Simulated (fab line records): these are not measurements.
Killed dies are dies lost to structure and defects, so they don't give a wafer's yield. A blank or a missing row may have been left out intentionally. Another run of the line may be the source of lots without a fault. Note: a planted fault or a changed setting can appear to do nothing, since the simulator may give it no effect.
Matching of chambers :: flow berkeley_cmos170 :: rie_si-01 running UCB170_GATE_ETCH_15: 4 sister chambers
The step etches poly-Si in HBr/Cl2, stops on SiO2, time 56.3 s, target depth 278.2 nm. 7 wafers are shown with their chamber, then 7 later ones without.

WAFERS WITH THEIR CHAMBER
wafer: L625.3
chamber: 1
throttle_valve_pct (%): 26.13
oes_product_au (a.u.): 0.813

wafer: L625.5
chamber: 0
throttle_valve_pct (%): 26.29
oes_product_au (a.u.): 0.850

wafer: L630.2
chamber: 3
throttle_valve_pct (%): 26.62
oes_product_au (a.u.): 0.835

wafer: L630.5
chamber: 1
throttle_valve_pct (%): 26.12
oes_product_au (a.u.): 0.826

wafer: L630.6
chamber: 2
throttle_valve_pct (%): 26.57
oes_product_au (a.u.): 0.839

wafer: L631.1
chamber: 2
throttle_valve_pct (%): 26.57
oes_product_au (a.u.): 0.842

wafer: L631.4
chamber: 3
throttle_valve_pct (%): 26.61
oes_product_au (a.u.): 0.833

WAFERS WITHOUT THEIR CHAMBER
wafer: L631.5
throttle_valve_pct (%): 26.61
oes_product_au (a.u.): 0.835

wafer: L633.3
throttle_valve_pct (%): 26.60
oes_product_au (a.u.): 0.829

wafer: L633.5
throttle_valve_pct (%): 26.28
oes_product_au (a.u.): 0.852

wafer: L633.6
throttle_valve_pct (%): 26.62
oes_product_au (a.u.): 0.846

wafer: L635.3
throttle_valve_pct (%): 26.14
oes_product_au (a.u.): 0.823

wafer: L635.4
throttle_valve_pct (%): 26.29
oes_product_au (a.u.): 0.839

wafer: L635.5
throttle_valve_pct (%): 26.28
oes_product_au (a.u.): 0.853

EACH ONE'S CHAMBER
wafer: L631.5
from the rows above: 3
in truth: 3

wafer: L633.3
from the rows above: 3
in truth: 3

wafer: L633.5
from the rows above: 0
in truth: 0

wafer: L633.6
from the rows above: 3
in truth: 3

wafer: L635.3
from the rows above: 1
in truth: 1

wafer: L635.4
from the rows above: 0
in truth: 0

wafer: L635.5
from the rows above: 0
in truth: 0
Correctly placed: 7 of 7. Not placeable from these rows: 0. Number placed wrongly: 0.
How it was worked out, from the rows above alone: a wafer's distance from a chamber is the root of the sum, over the readings, of the square of ((its reading less the chamber's mean) divided by the reading's scatter). If the next closest chamber is less than 2 further off than the closest, the wafer can't be placed; otherwise it belongs to the closest. Each chamber's mean is taken over the wafers shown for it. How the scatter is found: for the shown wafers, subtract from each reading the mean of its chamber, square and add these, divide the total by (wafers less chambers), then take the root.
